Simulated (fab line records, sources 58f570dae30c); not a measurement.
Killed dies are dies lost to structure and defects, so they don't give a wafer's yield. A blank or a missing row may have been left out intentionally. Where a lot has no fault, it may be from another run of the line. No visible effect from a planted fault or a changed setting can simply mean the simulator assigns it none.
Which tool did it? / flow berkeley_cmos170 / 7 lots (21 wafers sampled), 1 step of a 331-step route

WHAT EACH GAUGE READ, for each wafer
UCB170_PVT_OVL_MEAS_06.
lot=L644; measured=day 7 05:59; on=overlay-02; PVT_OVL (nm)=12 0 -1
lot=L649; measured=day 8 00:59; on=overlay-01; PVT_OVL (nm)=4 9 -1
lot=L653; measured=day 8 20:49; on=overlay-01; PVT_OVL (nm)=2 3 6
lot=L657; measured=day 10 00:28; on=overlay-02; PVT_OVL (nm)=-12 -9 -11
lot=L658; measured=day 10 11:51; on=overlay-02; PVT_OVL (nm)=0 -1 -8
lot=L663; measured=day 11 05:37; on=overlay-02; PVT_OVL (nm)=-4 -7 -6
lot=L666; measured=day 12 01:04; on=overlay-02; PVT_OVL (nm)=4 1 2

TOOL THAT RAN EACH LOT (tool first, then ch and the chambers of the sampled wafers, then the start)
The record holds no process step before these readings.

THE ANSWER, worked out from the rows above alone
Rule: the lots themselves supply what counts as usual. The widest of any qualifying gaps counts: lots, ordered by their means at a reading, are off when they make up no more than a third of the lots, leave a main group of 4 or more, and stand apart from it by 3 or more times the standard deviation of that group's means. If all means in a main group match to the digits the tables above print for the reading, that group is not used. A lot without any number at a reading at which 4 lots or more have one is off too. All remaining lots with rows at the step are treated as sound.
Nothing can be told from this: no lot is off at any reading shown.

WHAT THE SIMULATOR PUT IN
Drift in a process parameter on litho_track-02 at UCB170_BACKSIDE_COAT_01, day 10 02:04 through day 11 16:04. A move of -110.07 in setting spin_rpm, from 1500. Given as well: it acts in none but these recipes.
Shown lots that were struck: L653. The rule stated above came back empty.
